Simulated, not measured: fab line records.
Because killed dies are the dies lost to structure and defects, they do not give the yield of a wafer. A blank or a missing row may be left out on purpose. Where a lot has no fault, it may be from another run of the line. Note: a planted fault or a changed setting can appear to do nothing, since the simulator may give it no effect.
A lot that was struck, set against a sound lot / flow ritCmos / 14 steps out of a route of 202
Sound: these wafers, L976.1, L976.4, L976.6. Struck: wafers L984.2, L984.3, L984.4. The cause is given at the end.
At each step with rows: each side's tool, then ch and its chambers, then its first start. Under that, the readings that differ: sound wafers / struck wafers / difference of the means / sigmas: that difference in standard deviations of wafers without a fault.
alike: words and numbers the same on both sides, and readings whose means are apart by under 2 such deviations; not compared: readings that were withheld, readings missing a value for some wafer, numbers with overlapping values and no deviation given by the record, and bounds like >300 which may hide the same value.
A row with sigmas, a row that says differs or no value, or rows on one side alone: a step with any of these is where the two part. Numbers that have no deviation but don't overlap get no sigmas and don't part them. A reading missing from all wafers of one side parts the sides only when that side holds two or more wafers.

RIT_PLDD_TW_MEAS_10:
  struck on filmMetro-02, day 7 10:12; sound on filmMetro-03, day 5 17:19
  alike: PLDD_TW
then, 4 steps without rows for these wafers: RIT_SPACER_CLEAN_00 (cleans in SC1, time 600 s); RIT_SPACER_CLEAN_01 (cleans in dHF, time 29.24 s); RIT_SPACER_CLEAN_02 (cleans in SC2, time 600 s); RIT_SPACER_CVD_03 (deposits Si3N4 from SiH2Cl2/NH3, target thk 250 nm, time 3300 s).
RIT_SPACER_THK_MEAS_04:
  struck on filmMetro-01, day 7 12:41; sound on filmMetro-03, day 5 19:40
  alike: SPACER_NITRIDE_THK
RIT_SPACER_ETCHBACK_05: etches Si3N4 in SF6/CHF3, stops on SiO2, target depth 250 nm, time 240 s.
  sound on rieDiel-01 ch 0,1,3, day 5 19:44; struck on rieDiel-04 ch 0,3, day 7 12:44
  alike: SF6_flow_sccm, drypumpMotorCurrentA, oesProductAu, throttleValvePct
  not compared: rfHoursCounterH
then, 5 steps without rows for these wafers: RIT_NSD_HMDS_00 (prime time 60 s); RIT_NSD_COAT_01 (resist thk 1000 nm); RIT_NSD_SOFTBAKE_02 (time 60 s); RIT_NSD_EXPOSE_03 (exposes mask M9, target cd 40700 nm); RIT_NSD_PEB_04.
RIT_NSD_DEVELOP_05: develop time 50 s.
  struck on lithoTrack-02, day 7 13:00; sound on lithoTrack-04 ch 0, day 5 20:00
  no value came back on the struck wafers for chillPlateTempC (C), developTimeS (s); on the sound wafers chillPlateTempC (C) reads 23.03 23.12 23.02
RIT_NSD_OVL_MEAS_06:
  struck on overlay-01, day 7 14:07; sound on overlay-02, day 5 20:44
reading=NSD_OVL (nm); sound=1.5 1.1 1.1; struck=- - -; difference=no value on the struck wafers; sigmas=

WHERE THEY PART
Earliest at RIT_NSD_DEVELOP_05; latest, in this record, at RIT_NSD_OVL_MEAS_06.

WHY: what the simulator had put in
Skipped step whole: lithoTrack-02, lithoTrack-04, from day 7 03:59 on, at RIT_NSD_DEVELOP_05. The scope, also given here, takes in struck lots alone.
